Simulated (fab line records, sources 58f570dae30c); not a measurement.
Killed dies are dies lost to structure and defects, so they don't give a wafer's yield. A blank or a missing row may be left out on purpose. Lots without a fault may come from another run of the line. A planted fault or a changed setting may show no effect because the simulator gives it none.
Which tool did it? | flow berkeley_cmos170 | 14 lots, 42 wafers sampled, at 3 steps of a route of 331

WHAT THE GAUGES READ, wafer by wafer
UCB170_PVT_OVL_MEAS_06.
lot  | measured     | on         | PVT_OVL (nm)
L511 | day 4 21:41  | overlay-01 | 2 -4 2
L513 | day 5 22:43  | overlay-01 | 3 17 7
L512 | day 6 03:40  | overlay-02 | -2 1 -4
L515 | day 6 04:23  | overlay-02 | -13 -8 -20
L516 | day 7 01:17  | overlay-02 | 9 14 4
L520 | day 7 04:26  | overlay-01 | -6 -3 -1
L522 | day 8 01:29  | overlay-01 | -4 2 5
L526 | day 8 20:36  | overlay-02 | -3 -7 -1
L523 | day 8 20:48  | overlay-02 | 7 0 -1
L527 | day 9 00:58  | overlay-01 | -1 4 1
L533 | day 10 01:29 | overlay-02 | 0 -5 -2
L532 | day 10 01:45 | overlay-01 | -4 -5 -9
L531 | day 10 02:35 | overlay-01 | -3 0 -6
L534 | day 10 03:13 | overlay-01 | -8 -11 -2

UCB170_PLDD_OVL_MEAS_07.
lot  | measured     | on         | PLDD_OVL (nm)
L511 | day 5 10:50  | overlay-01 | 6 -2 -4
L513 | day 6 15:48  | overlay-02 | -5 -2 1
L512 | day 6 22:04  | overlay-01 | 7 9 2
L515 | day 6 22:01  | overlay-02 | 10 5 9
L516 | day 7 13:22  | overlay-02 | 11 12 7
L520 | day 7 19:59  | overlay-01 | -2 -4 -8
L522 | day 8 20:22  | overlay-02 | -2 2 -2
L526 | day 9 06:55  | overlay-02 | 6 7 0
L523 | day 9 06:51  | overlay-01 | 10 3 7
L527 | day 9 17:16  | overlay-01 | 6 6 6
L533 | day 10 15:24 | overlay-01 | 0 0 -4
L532 | day 10 15:07 | overlay-01 | 3 -5 -5
L531 | day 10 14:57 | overlay-02 | 1 2 12
L534 | day 10 15:15 | overlay-02 | 7 9 -3

WHICH TOOL RAN EACH LOT (tool, then ch and the chambers of the sampled wafers, then the start)
lot  | UCB170_PVT_STRIP_08
L511 | plasma_asher-03 ch 0,1, day 4 21:52
L513 | plasma_asher-04 ch 0,1, day 5 22:53
L512 | plasma_asher-02 ch 0,1, day 6 03:51
L515 | plasma_asher-04 ch 0,1, day 6 04:35
L516 | plasma_asher-03 ch 0,1, day 7 01:28
L520 | plasma_asher-04 ch 0,1, day 7 04:37
L522 | plasma_asher-02 ch 0,1, day 8 01:40
L526 | plasma_asher-03 ch 0,1, day 8 20:47
L523 | plasma_asher-02 ch 0,1, day 8 20:59
L527 | plasma_asher-02 ch 0,1, day 9 01:10
L533 | plasma_asher-04 ch 0,1, day 10 01:40
L532 | plasma_asher-02 ch 1, day 10 01:56
L531 | plasma_asher-02 ch 0,1, day 10 02:46
L534 | plasma_asher-02 ch 0,1, day 10 03:25
- UCB170_PVT_STRIP_08: strips in O2.

WHAT THE TOOLS THEMSELVES READ (means of the sampled wafers that have a number; where no wafer has one, the mark that the record gives instead)
UCB170_PVT_STRIP_08.
lot  | tool            | chamber_pressure_mTorr (mTorr) | drypump_motor_current_A (A) | oes_product_au (a.u.) | strip_time_to_endpoint_s (s)
L511 | plasma_asher-03 | 3499.8                         | 5.1                         | 0.735                 | 21.67
L513 | plasma_asher-04 | 3500.9                         | 5.6                         | 0.735                 | 21.58
L512 | plasma_asher-02 | 3499.4                         | 6.0                         | 0.734                 | 21.61
L515 | plasma_asher-04 | 3499.6                         | 5.6                         | 0.729                 | 21.64
L516 | plasma_asher-03 | 3497.0                         | 5.1                         | 0.732                 | 21.58
L520 | plasma_asher-04 | 3498.6                         | 5.5                         | 0.731                 | 21.65
L522 | plasma_asher-02 | 3503.9                         | 6.0                         | 0.733                 | 21.64
L526 | plasma_asher-03 | 3503.7                         | 5.1                         | 0.734                 | 21.68
L523 | plasma_asher-02 | 3498.7                         | 6.1                         | 0.732                 | 21.67
L527 | plasma_asher-02 | 3497.9                         | 6.0                         | 0.733                 | 21.69
L533 | plasma_asher-04 | 3498.7                         | 5.6                         | 0.736                 | 21.67
L532 | plasma_asher-02 | 3500.1                         | 6.3                         | 0.732                 | 21.53
L531 | plasma_asher-02 | 3499.4                         | 6.1                         | 0.738                 | 21.63
L534 | plasma_asher-02 | 3498.7                         | 6.1                         | 0.732                 | 21.68

THE ANSWER, worked out from the rows above alone
Rule: what is usual is taken from the lots themselves. Put in order of their means at a reading, lots are off if they are a third of the lots or fewer, leave a main group of 4 or more, and stand apart from it by a gap of 3 or more times the standard deviation of the main group's means; of several such gaps the widest counts. A main group whose means are all the same, to the digits that the tables above print for the reading, isn't used. A lot without any number at a reading at which 4 lots or more have one is off too. The other lots that the step has rows for count as sound. The gauges are gone through in route order, then the tools' own readings, and for those a lot's mean is taken as printed above. The first step at which some lot is off is used, and at that step the reading that is off furthest; a lot without a number counts as furthest.
No lot is off at any reading shown: from this, nothing can be told.

WHAT THE SIMULATOR HAD PUT IN
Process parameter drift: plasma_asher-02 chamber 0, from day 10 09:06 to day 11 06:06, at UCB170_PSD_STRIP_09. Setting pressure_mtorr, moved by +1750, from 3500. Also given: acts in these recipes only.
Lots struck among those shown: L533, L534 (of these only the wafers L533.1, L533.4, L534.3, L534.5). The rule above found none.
